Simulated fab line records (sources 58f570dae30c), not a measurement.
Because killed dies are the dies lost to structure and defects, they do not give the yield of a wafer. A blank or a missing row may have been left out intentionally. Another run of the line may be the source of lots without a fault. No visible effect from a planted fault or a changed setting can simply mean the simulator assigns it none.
2 desks, one fault	flow berkeley_cmos170	only its own numbers are on each desk; what lay behind them is given at the end

METROLOGY DESK
Lot by lot, what the gauges showed, no matter which tool ran the lot: averages of those sampled wafers that carry a number. Any lot whose mean is over 4 standard deviations away from the usual mean is out of limits and marked OUT; that distance is given in the brackets.
Columns: A = PWELL_OVL at UCB170_PWELL_OVL_MEAS_13, usual 1 nm; B = PFIELD_OVL at UCB170_PFIELD_OVL_MEAS_06, usual 0 nm; C = FIELD_OXIDE_THK at UCB170_FIELD_THK_MEAS_02, usual 553 nm; D = CONTACT_PSG_THK at UCB170_CONTACT_THK_MEAS_02, usual 697 nm
lot	first seen here	A	B	C	D
L832	day 3 18:53	0	-2	583	700
L833	day 3 19:10	1	-2	568	696
L834	day 3 19:31	0	1	572	688
L835	day 4 04:17	1	3	567	693
L837	day 4 16:11	4	-5	530	699
L840	day 4 23:52	0	-6	550	696
L838	day 5 00:12	5	1	543	702
L839	day 5 00:36	5	4	545	690
L842	day 5 09:52	-3	9	560	696
L849	day 6 21:59	5	-7	562	976 (+53) OUT
L851	day 7 16:03	1	2	542	706
L853	day 7 16:10	5	2	541	692
L854	day 8 11:50	-6	-4	567	695
This desk finds L849 out of limits, with the earliest case on L849 at day 12 09:21 (CONTACT_PSG_THK at UCB170_CONTACT_THK_MEAS_02). Within limits: L832, L833, L834, L835, L837, L840, L838, L839, L842, L851, L853, L854.

DESK OF THE TOOL OWNER: lpcvd-01
The tool's own readings at UCB170_CONTACT_CVD_01 (deposits PSG from SiH4/O2/PH3, target thk 700 nm, time 2820 s): means of the sampled wafers that have a number, for each lot that ran on this tool. Any lot whose mean is over 4 standard deviations away from the usual mean is out of limits and marked OUT; that distance is given in the brackets.
Columns: A = ph3_flow_sccm at UCB170_CONTACT_CVD_01, usual 25.00 sccm; B = spike_tc_source_C at UCB170_CONTACT_CVD_01, usual 468.2 C; C = zone_power_source_pct at UCB170_CONTACT_CVD_01, usual 7.3 %
lot	first seen here	A	B	C
L832	day 8 23:46	24.92	471.9	7.7
L833	day 8 23:46	24.94	467.3	7.0
L835	day 9 16:37	24.96	467.8	7.0
L837	day 10 09:49	24.98	471.6	7.7
L838	day 10 11:36	25.00	470.9	7.8
L839	day 10 11:36	24.97	471.8	7.7
L840	day 10 11:36	24.97	467.7	7.1
L842	day 10 19:54	25.07	467.9	7.0
L849	day 12 07:34	25.04	467.4	7.0
This desk's verdict: no lot among the 9 shows anything out of limits.

ALL TOGETHER
At day 12 09:21 the metrology desk could have sounded an alarm, on L849.
The desk of the tool owner found nothing out of limits.
On record at the tool owner's desk: L849, within its limits.
On lpcvd-01, each named lot ran UCB170_CONTACT_CVD_01.

WHAT THE SIMULATOR HAD PUT IN
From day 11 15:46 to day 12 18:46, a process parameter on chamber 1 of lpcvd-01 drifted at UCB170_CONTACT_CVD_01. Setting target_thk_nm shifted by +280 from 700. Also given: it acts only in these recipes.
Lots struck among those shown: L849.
Hours from the fault's start to each desk's first reading out of limits: the metrology desk, 18.
